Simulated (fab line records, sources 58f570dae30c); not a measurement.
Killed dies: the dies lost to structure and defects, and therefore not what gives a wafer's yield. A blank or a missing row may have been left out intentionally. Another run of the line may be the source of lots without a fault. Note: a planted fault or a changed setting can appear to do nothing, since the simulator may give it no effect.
A sampling plan put to the test / flow berkeleyCmos170 / each of the 11 faults these records tell of, on one fab line, judged from the records of the lots it struck
What counts as the plan is the set of the line's own looks, namely the steps on the route at which a gauge or an inspection reads a wafer and does not change it. A look can be judged if struck wafers have a number there and the file gives its usual mean and standard deviation on fault-free wafers. Caught: 4 or more of those standard deviations (sigma) separate the usual mean from the mean of the struck wafers at a look after the fault's first step. On the tool: the identical test, applied to the tool's own readings at the steps of the fault. Also counted as caught: the struck wafers showing another recipe, or a record that is empty for them alone.

## THE FAULTS, as the simulator had put them in
1. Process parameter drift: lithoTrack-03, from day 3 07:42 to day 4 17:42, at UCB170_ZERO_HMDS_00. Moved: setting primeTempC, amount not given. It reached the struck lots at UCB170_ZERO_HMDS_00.
2. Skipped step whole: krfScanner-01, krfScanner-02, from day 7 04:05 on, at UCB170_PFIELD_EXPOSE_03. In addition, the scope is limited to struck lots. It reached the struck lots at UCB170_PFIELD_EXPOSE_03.
3. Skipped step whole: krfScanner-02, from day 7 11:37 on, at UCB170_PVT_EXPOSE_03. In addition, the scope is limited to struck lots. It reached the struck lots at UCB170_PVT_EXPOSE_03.
4. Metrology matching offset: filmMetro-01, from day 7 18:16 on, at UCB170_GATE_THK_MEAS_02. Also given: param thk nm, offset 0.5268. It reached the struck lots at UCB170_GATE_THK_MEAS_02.
5. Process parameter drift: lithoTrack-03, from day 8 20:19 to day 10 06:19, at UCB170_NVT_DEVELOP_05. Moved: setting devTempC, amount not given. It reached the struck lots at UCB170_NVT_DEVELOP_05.
6. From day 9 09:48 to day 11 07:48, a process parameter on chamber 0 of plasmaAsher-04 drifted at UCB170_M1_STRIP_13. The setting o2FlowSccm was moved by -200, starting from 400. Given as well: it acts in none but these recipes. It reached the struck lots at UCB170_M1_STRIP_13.
7. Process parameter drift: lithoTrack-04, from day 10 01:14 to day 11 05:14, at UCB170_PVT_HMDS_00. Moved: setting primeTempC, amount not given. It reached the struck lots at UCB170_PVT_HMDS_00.
8. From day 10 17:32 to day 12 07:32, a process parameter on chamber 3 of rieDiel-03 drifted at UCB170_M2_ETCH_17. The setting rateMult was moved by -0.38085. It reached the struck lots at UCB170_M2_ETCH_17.
9. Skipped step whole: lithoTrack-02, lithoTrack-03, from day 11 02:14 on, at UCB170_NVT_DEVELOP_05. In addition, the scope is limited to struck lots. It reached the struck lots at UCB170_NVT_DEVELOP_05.
10. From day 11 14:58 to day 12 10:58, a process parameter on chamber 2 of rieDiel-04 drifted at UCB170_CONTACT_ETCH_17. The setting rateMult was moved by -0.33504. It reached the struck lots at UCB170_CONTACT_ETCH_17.
11. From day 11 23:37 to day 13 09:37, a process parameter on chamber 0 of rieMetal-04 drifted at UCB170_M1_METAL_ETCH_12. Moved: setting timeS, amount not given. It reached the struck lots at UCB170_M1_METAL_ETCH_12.

## WHAT THE PLAN SAW
fault=1; on the tool itself=primeTempC -31 sigma; first look that catches it=none of the 2 looks that can be judged after it; reading, sigma=-; median hours from its first step to that look=-; hours from the fault's start to the first struck lot there=-; judged looks passed uncaught=2
fault=2; on the tool itself=no reading that can be judged; first look that catches it=no look after it can be judged; reading, sigma=-; median hours from its first step to that look=-; hours from the fault's start to the first struck lot there=-; judged looks passed uncaught=0
fault=3; on the tool itself=no reading that can be judged; first look that catches it=not the one look that can be judged after it; reading, sigma=-; median hours from its first step to that look=-; hours from the fault's start to the first struck lot there=-; judged looks passed uncaught=1
fault=4; on the tool itself=only faintly: GATE_OXIDE_THK +3.4 sigma; first look that catches it=not the one look that can be judged after it; reading, sigma=-; median hours from its first step to that look=-; hours from the fault's start to the first struck lot there=-; judged looks passed uncaught=1
fault=5; on the tool itself=developerTempC -8.8 sigma; first look that catches it=not the one look that can be judged after it; reading, sigma=-; median hours from its first step to that look=-; hours from the fault's start to the first struck lot there=-; judged looks passed uncaught=1
fault=6; on the tool itself=o2FlowSccm -99 or beyond sigma; first look that catches it=not the one look that can be judged after it; reading, sigma=-; median hours from its first step to that look=-; hours from the fault's start to the first struck lot there=-; judged looks passed uncaught=1
fault=7; on the tool itself=primeTempC +37 sigma; first look that catches it=none of the 3 looks that can be judged after it; reading, sigma=-; median hours from its first step to that look=-; hours from the fault's start to the first struck lot there=-; judged looks passed uncaught=3
fault=8; on the tool itself=oesProductAu -13 sigma; first look that catches it=no look after it can be judged; reading, sigma=-; median hours from its first step to that look=-; hours from the fault's start to the first struck lot there=-; judged looks passed uncaught=0
fault=9; on the tool itself=the tool's record is blank for the struck wafers; first look that catches it=no look after it can be judged; reading, sigma=-; median hours from its first step to that look=-; hours from the fault's start to the first struck lot there=-; judged looks passed uncaught=0
fault=10; on the tool itself=oesProductAu -11 sigma; first look that catches it=not the one look that can be judged after it; reading, sigma=-; median hours from its first step to that look=-; hours from the fault's start to the first struck lot there=-; judged looks passed uncaught=1
fault=11; on the tool itself=runLengthS -38 sigma; first look that catches it=not the one look that can be judged after it; reading, sigma=-; median hours from its first step to that look=-; hours from the fault's start to the first struck lot there=-; judged looks passed uncaught=1
A dash: the fault is not caught, or the number is missing from these records.

Caught at a look: 0 of 11. Caught on the tool: 8 of 11. By one or the other: 8 of 11.
Faults 1, 5, 6, 7, 8, 9, 10, 11 were caught on the tool alone.
Caught by neither: faults 2, 3, 4.
